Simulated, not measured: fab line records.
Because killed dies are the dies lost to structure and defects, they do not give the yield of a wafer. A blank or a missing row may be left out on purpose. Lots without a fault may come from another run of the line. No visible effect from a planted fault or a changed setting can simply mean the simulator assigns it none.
fab line records :: flow berkeleyCmos170
record:
  lots: 14
  wafers: 42
  lastDay: 13
route steps=331 shown PWELL@49
lots that met no fault: taken from a fault-free run of the same line
startH: the number of hours between the record's first day and the start of the first shown wafer of the lot :: waitH: how many hours have passed since the lot's step before this one :: " the same as in the row above :: L1.1+2: one row covering several wafers at once :: - either no value or no given start :: * or withheld: withheld :: < > ~ a bound
route shown NAME@n: a module of which the file shows steps, and the number in the route of the first :: usual: the fault-free wafers' mean and standard deviation :: same: alike in all rows :: chamber/n: place in a boat :: sites: readings site by site :: _std_site: their standard deviation :: _edge_site: inner sites' mean taken away from outer sites' mean :: radiusMm: for every site, how far away it sits from the centre of the wafer :: mask NAME#n: copy n :: behind: tool/chamber where the wafer was last shaped :: hold: cause of the lot's hold/its duration in hours/its outcome :: device: whichever transistor did not switch (one of n, p or np) :: end of line: at the end of the route, the tests of the same wafers :: a step given without rows: its recipe and nothing more :: killed: count of dies lost to structure and defects at first sort (not the wafer's yield) :: map: shows each die of a wafer: x if killed, . if not, _ if none is there
set.NAME: setting as actually run; set.NAME@STEP: the setting as run at that earlier step :: model.NAME: the simulator's own value behind a step, which no gauge read
route steps across a sampled set of lots; one table per step, one row per wafer
services: the hour from which a tool's chamber was out of use, counted from the record's first day as startH (under 0 if before that day), plus the number of hours and why
== steps ==
step: UCB170_PWELL_IMPLANT_15
recipe:
  species: B
  doseCm2: 5e+12
  energyKev: 60
  tiltDeg: 7
usual:
  doseIonsCm2: 5e+12/6e+09
  faradayCurrentUA: 15.9/0.31
  tiltDeg: 6.998/0.02
lot.wafer: L541.3
tool: implanter-01
chamber: 0
startH: 58.66
waitH: 0.1
doseIonsCm2: 4.998e+12
faradayCurrentUA: 16.0
tiltDeg: 6.995

lot.wafer: L541.5
tool: implanter-01
chamber: 0
startH: 58.66
waitH: 0.1
doseIonsCm2: 5.004e+12
faradayCurrentUA: 16.5
tiltDeg: 6.999

lot.wafer: L541.6
tool: implanter-01
chamber: 0
startH: 58.66
waitH: 0.1
doseIonsCm2: 5.006e+12
faradayCurrentUA: 15.7
tiltDeg: 7.017

lot.wafer: L542.2
tool: implanter-03
chamber: 0
startH: 69.07
waitH: 0.1
doseIonsCm2: 5.005e+12
faradayCurrentUA: 16.0
tiltDeg: 7.006

lot.wafer: L542.3
tool: implanter-03
chamber: 0
startH: 69.07
waitH: 0.1
doseIonsCm2: 4.998e+12
faradayCurrentUA: 16.1
tiltDeg: 6.997

lot.wafer: L542.6
tool: implanter-03
chamber: 0
startH: 69.07
waitH: 0.1
doseIonsCm2: 5.02e+12
faradayCurrentUA: 15.9
tiltDeg: 6.990

lot.wafer: L544.1
tool: implanter-03
chamber: 0
startH: 77.61
waitH: 0.1
doseIonsCm2: 5.008e+12
faradayCurrentUA: 15.9
tiltDeg: 6.978

lot.wafer: L544.3
tool: implanter-03
chamber: 0
startH: 77.61
waitH: 0.1
doseIonsCm2: 5.001e+12
faradayCurrentUA: 15.9
tiltDeg: 6.994

lot.wafer: L544.6
tool: implanter-03
chamber: 0
startH: 77.61
waitH: 0.1
doseIonsCm2: 5.003e+12
faradayCurrentUA: 16.3
tiltDeg: 6.981

lot.wafer: L543.1
tool: implanter-04
chamber: 0
startH: 77.89
waitH: 0.1
doseIonsCm2: 5.001e+12
faradayCurrentUA: 15.5
tiltDeg: 7.014

lot.wafer: L543.2
tool: implanter-04
chamber: 0
startH: 77.89
waitH: 0.1
doseIonsCm2: 5.005e+12
faradayCurrentUA: 15.4
tiltDeg: 7.004

lot.wafer: L543.4
tool: implanter-04
chamber: 0
startH: 77.89
waitH: 0.1
doseIonsCm2: 4.997e+12
faradayCurrentUA: 16.4
tiltDeg: 7.018

lot.wafer: L545.1
tool: implanter-03
chamber: 0
startH: 78.55
waitH: 0.1
doseIonsCm2: 4.995e+12
faradayCurrentUA: 16.0
tiltDeg: 6.983

lot.wafer: L545.2
tool: implanter-03
chamber: 0
startH: 78.55
waitH: 0.1
doseIonsCm2: 4.993e+12
faradayCurrentUA: 16.0
tiltDeg: 6.982

lot.wafer: L545.5
tool: implanter-03
chamber: 0
startH: 78.55
waitH: 0.1
doseIonsCm2: 4.995e+12
faradayCurrentUA: 15.9
tiltDeg: 7.023

lot.wafer: L547.2
tool: implanter-04
chamber: 0
startH: 86.00
waitH: 0.1
doseIonsCm2: 4.991e+12
faradayCurrentUA: 16.2
tiltDeg: 6.980

lot.wafer: L547.3
tool: implanter-04
chamber: 0
startH: 86.00
waitH: 0.1
doseIonsCm2: 5.005e+12
faradayCurrentUA: 15.8
tiltDeg: 6.971

lot.wafer: L547.5
tool: implanter-04
chamber: 0
startH: 86.00
waitH: 0.1
doseIonsCm2: 4.997e+12
faradayCurrentUA: 16.2
tiltDeg: 6.983

lot.wafer: L550.2
tool: implanter-04
chamber: 0
startH: 103.38
waitH: 0.1
doseIonsCm2: 4.997e+12
faradayCurrentUA: 16.4
tiltDeg: 6.969

lot.wafer: L550.5
tool: implanter-04
chamber: 0
startH: 103.38
waitH: 0.1
doseIonsCm2: 5.004e+12
faradayCurrentUA: 15.6
tiltDeg: 6.953

lot.wafer: L550.6
tool: implanter-04
chamber: 0
startH: 103.38
waitH: 0.1
doseIonsCm2: 5.006e+12
faradayCurrentUA: 15.5
tiltDeg: 6.979

lot.wafer: L548.1
tool: implanter-01
chamber: 0
startH: 103.69
waitH: 0.1
doseIonsCm2: 4.996e+12
faradayCurrentUA: 16.0
tiltDeg: 7.021

lot.wafer: L548.3
tool: implanter-01
chamber: 0
startH: 103.69
waitH: 0.1
doseIonsCm2: 4.997e+12
faradayCurrentUA: 15.8
tiltDeg: 7.024

lot.wafer: L548.4
tool: implanter-01
chamber: 0
startH: 103.69
waitH: 0.1
doseIonsCm2: 4.995e+12
faradayCurrentUA: 16.0
tiltDeg: 7.023

lot.wafer: L551.3
tool: implanter-04
chamber: 0
startH: 103.95
waitH: 0.1
doseIonsCm2: 4.996e+12
faradayCurrentUA: 15.5
tiltDeg: 6.955

lot.wafer: L551.5
tool: implanter-04
chamber: 0
startH: 103.95
waitH: 0.1
doseIonsCm2: 5.001e+12
faradayCurrentUA: 15.8
tiltDeg: 6.972

lot.wafer: L551.6
tool: implanter-04
chamber: 0
startH: 103.95
waitH: 0.1
doseIonsCm2: 4.995e+12
faradayCurrentUA: 15.2
tiltDeg: 6.957

lot.wafer: L552.2
tool: implanter-04
chamber: 0
startH: 115.21
waitH: 0.1
doseIonsCm2: 5.003e+12
faradayCurrentUA: 15.9
tiltDeg: 4.936

lot.wafer: L552.4
tool: implanter-04
chamber: 0
startH: 115.21
waitH: 0.1
doseIonsCm2: 5.002e+12
faradayCurrentUA: 15.9
tiltDeg: 4.919

lot.wafer: L552.6
tool: implanter-04
chamber: 0
startH: 115.21
waitH: 0.1
doseIonsCm2: 5.003e+12
faradayCurrentUA: 15.2
tiltDeg: 4.909

lot.wafer: L554.2
tool: implanter-04
chamber: 0
startH: 129.43
waitH: 0.1
doseIonsCm2: 4.993e+12
faradayCurrentUA: 16.3
tiltDeg: 4.886

lot.wafer: L554.3
tool: implanter-04
chamber: 0
startH: 129.43
waitH: 0.1
doseIonsCm2: 4.991e+12
faradayCurrentUA: 15.9
tiltDeg: 4.921

lot.wafer: L554.5
tool: implanter-04
chamber: 0
startH: 129.43
waitH: 0.1
doseIonsCm2: 5.002e+12
faradayCurrentUA: 15.7
tiltDeg: 4.902

lot.wafer: L560.1
tool: implanter-01
chamber: 0
startH: 164.59
waitH: 0.1
doseIonsCm2: 4.994e+12
faradayCurrentUA: 16.2
tiltDeg: 7.029

lot.wafer: L560.2
tool: implanter-01
chamber: 0
startH: 164.59
waitH: 0.1
doseIonsCm2: 5.001e+12
faradayCurrentUA: 16.2
tiltDeg: 7.028

lot.wafer: L560.6
tool: implanter-01
chamber: 0
startH: 164.59
waitH: 0.1
doseIonsCm2: 5.008e+12
faradayCurrentUA: 15.0
tiltDeg: 7.035

lot.wafer: L562.1
tool: implanter-01
chamber: 0
startH: 164.92
waitH: 0.1
doseIonsCm2: 5.003e+12
faradayCurrentUA: 15.7
tiltDeg: 6.980

lot.wafer: L562.4
tool: implanter-01
chamber: 0
startH: 164.92
waitH: 0.1
doseIonsCm2: 5.004e+12
faradayCurrentUA: 15.9
tiltDeg: 6.999

lot.wafer: L562.5
tool: implanter-01
chamber: 0
startH: 164.92
waitH: 0.1
doseIonsCm2: 5e+12
faradayCurrentUA: 15.8
tiltDeg: 6.999

lot.wafer: L563.1
tool: implanter-01
chamber: 0
startH: 175.74
waitH: 0.1
doseIonsCm2: 5.003e+12
faradayCurrentUA: 15.5
tiltDeg: 7.007

lot.wafer: L563.3
tool: implanter-01
chamber: 0
startH: 175.74
waitH: 0.1
doseIonsCm2: 4.996e+12
faradayCurrentUA: 16.1
tiltDeg: 6.993

lot.wafer: L563.4
tool: implanter-01
chamber: 0
startH: 175.74
waitH: 0.1
doseIonsCm2: 5e+12
faradayCurrentUA: 16.1
tiltDeg: 7.009
== services ==
tool: implanter-01
chamber: -
startH: 46.62
hours: 5.5
kind: pm

tool: implanter-03
chamber: -
startH: 84.47
hours: 1.8
kind: repair

tool: implanter-01
chamber: -
startH: 105.14
hours: 3.7
kind: repair

tool: implanter-03
chamber: -
startH: 157.76
hours: 4.6
kind: pm

tool: implanter-03
chamber: -
startH: 163.55
hours: 2.0
kind: repair

tool: implanter-03
chamber: -
startH: 164.61
hours: 3.7
kind: repair
== key ==
firstSign:
  step: UCB170_PWELL_IMPLANT_15
  reading: tiltDeg
  direction: down
  sigmas: 99+
  usual: 6.998
  struck: 4.912
effect none on later readings
metAt UCB170_PWELL_IMPLANT_15
struckLots L552,L554
sortLeftOut L552.2,L552.4,L552.6
testerLeftOut L552,L554
onsetBetween 103.95 115.21
fault:
  kind: processParameterDrift
  tool: implanter-04
  chamber: -
  onsetH: 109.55
  steps: UCB170_PWELL_IMPLANT_15
  channel: tiltDeg
  offset: -2.0813
  shape: step
  endH: 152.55
  actsIn: theseRecipesOnly
  stated: 7
testerLeftOut: of these lots the tester's yield and bins aren't shown, on N5 and GAA mostly nor the transistor test; their killed dies are dies lost to structure and defects alone, not to doping, threshold or leakage, so they don't give the yield
sortLeftOut: the simulated sort isn't trusted on such a fault, so these wafers' sort isn't shown, and their yield isn't known
